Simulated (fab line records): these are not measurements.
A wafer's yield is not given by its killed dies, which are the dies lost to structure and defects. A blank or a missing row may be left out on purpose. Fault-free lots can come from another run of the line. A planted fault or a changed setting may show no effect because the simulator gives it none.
What tool caused it? :: flow ritCmos :: 6 lots with 18 wafers sampled at 2 steps, on a route of 202 steps

== WHAT THE GAUGES READ, wafer by wafer ==
RIT_GATE_THK_MEAS_09.
lot: L901
measured: day 3 03:44
on: filmMetro-02
GATE_POLY_THK (nm): 252.7 249.9 251.6

lot: L903
measured: day 3 12:04
on: filmMetro-01
GATE_POLY_THK (nm): 250.2 250.0 250.9

lot: L905
measured: day 3 22:30
on: filmMetro-04
GATE_POLY_THK (nm): 250.6 251.3 250.5

lot: L911
measured: day 5 05:26
on: filmMetro-04
GATE_POLY_THK (nm): 249.1 248.4 248.6

lot: L918
measured: day 6 15:41
on: filmMetro-01
GATE_POLY_THK (nm): 195.2 195.3 197.5

lot: L920
measured: day 7 02:22
on: filmMetro-01
GATE_POLY_THK (nm): 249.2 248.8 248.9

== EACH LOT AND THE TOOL THAT RAN IT (in order: tool; ch and the chambers of the sampled wafers; start) ==
lot: L901
RIT_GATE_CVD_08: lpcvd-02 ch 0, day 3 02:07

lot: L903
RIT_GATE_CVD_08: lpcvd-02 ch 1, day 3 10:26

lot: L905
RIT_GATE_CVD_08: lpcvd-02 ch 1, day 3 20:53

lot: L911
RIT_GATE_CVD_08: lpcvd-02 ch 1, day 5 03:49

lot: L918
RIT_GATE_CVD_08: lpcvd-02 ch 1, day 6 14:04

lot: L920
RIT_GATE_CVD_08: lpcvd-01 ch 0, day 7 00:44
- RIT_GATE_CVD_08: deposits poly-Si from SiH4, target thk 250 nm, time 2220 s.

== THE ANSWER, worked out from the rows above alone ==
Rule: what is usual is taken from the lots themselves. The widest of any qualifying gaps counts: lots, ordered by their means at a reading, are off when they make up no more than a third of the lots, leave a main group of 4 or more, and stand apart from it by 3 or more times the standard deviation of that group's means. The tables above print the reading to a certain number of digits; a main group whose means all agree to those digits is not used. A lot without any number at a reading at which 4 lots or more have one is off too. All remaining lots with rows at the step are treated as sound.
Off: L918, at RIT_GATE_THK_MEAS_09 (GATE_POLY_THK). The main group has a mean of 250.0 nm with a standard deviation of 1.
If a tool, at a process step before that reading, ran all the lots that are off and no sound lot after the first of them, it fits. The gauges at RIT_GATE_THK_MEAS_09 are tried like those tools. One fits: RIT_GATE_CVD_08 on lpcvd-02. A fault onset in the window from L911 (day 5 03:49, its last sound lot) to L918 (day 6 14:04, its first lot off) fits.

== WHAT THE SIMULATOR PUT IN ==
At RIT_GATE_CVD_08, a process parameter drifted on lpcvd-02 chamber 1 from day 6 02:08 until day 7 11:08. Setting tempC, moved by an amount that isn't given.
Lots struck among those shown: L918. Same finding as the rule above.
